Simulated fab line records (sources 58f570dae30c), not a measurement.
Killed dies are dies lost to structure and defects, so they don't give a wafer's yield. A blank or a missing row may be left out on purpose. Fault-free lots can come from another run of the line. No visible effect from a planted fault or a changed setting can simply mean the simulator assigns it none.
Chamber matching    flow berkeley_cmos170    rie_diel-01 running UCB170_PWELL_ETCH_14: 4 sister chambers
The step etches Si3N4 in CH3F/Ar/O2, stops on SiO2, target depth 242 nm, time 151 s. 14 wafers are shown with their chamber, then 6 later ones without.

## WAFERS WITH THEIR CHAMBER
wafer   chamber  drypump_motor_current_A (A)  throttle_valve_pct (%)  oes_product_au (a.u.)
L236.3  1        5.6                          8.04                    0.950
L236.4  1        5.7                          8.06                    0.961
L236.5  0        4.7                          8.10                    0.944
L237.3  3        5.5                          8.04                    0.950
L237.5  2        5.9                          8.05                    0.912
L237.6  1        5.6                          8.04                    0.945
L239.4  0        4.7                          8.10                    0.950
L239.5  2        5.9                          8.06                    0.914
L239.6  3        5.5                          8.03                    0.932
L242.1  0        4.7                          8.11                    0.948
L242.3  1        5.7                          8.07                    0.949
L242.6  1        5.6                          8.05                    0.949
L243.2  2        5.9                          8.06                    0.927
L243.4  3        5.5                          8.04                    0.947

SIGNATURES (averages over the wafers above)
reading                  chamber 0  chamber 1  chamber 2  chamber 3  scatter within a chamber
drypump_motor_current_A  4.700      5.640      5.900      5.500      0.0346
throttle_valve_pct       8.1033     8.0520     8.0567     8.0367     0.00938
oes_product_au           0.94733    0.95080    0.91767    0.94300    0.00694
Rule: distance of a wafer from a chamber = root of the sum over the readings of ((wafer's reading minus chamber's mean) / reading's scatter) squared. The wafer belongs to the nearest chamber; if the next one is less than 2 further off, it can't be placed. The scatter: the root of (the sum of the squares of (reading less its chamber's mean) over the shown wafers, divided by (wafers less chambers)).

## WAFERS MISSING THEIR CHAMBER
wafer   drypump_motor_current_A (A)  throttle_valve_pct (%)  oes_product_au (a.u.)
L243.6  5.5                          8.03                    0.944
L246.3  5.5                          8.04                    0.944
L246.5  4.7                          8.11                    0.944
L246.6  5.9                          8.04                    0.912
L252.1  5.7                          8.06                    0.984
L252.2  5.5                          8.06                    0.992

## WHICH CHAMBER EACH WENT THROUGH
wafer   from the rows above      in truth
L243.6  3                        3
L246.3  3                        3
L246.5  0                        0
L246.6  2                        2
L252.1  1                        1
L252.2  can't be placed: 1 or 3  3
Correct placement for 5 of the 6. These rows do not allow placing 1 (true chamber among the candidates in 1). Number placed wrongly: 0.
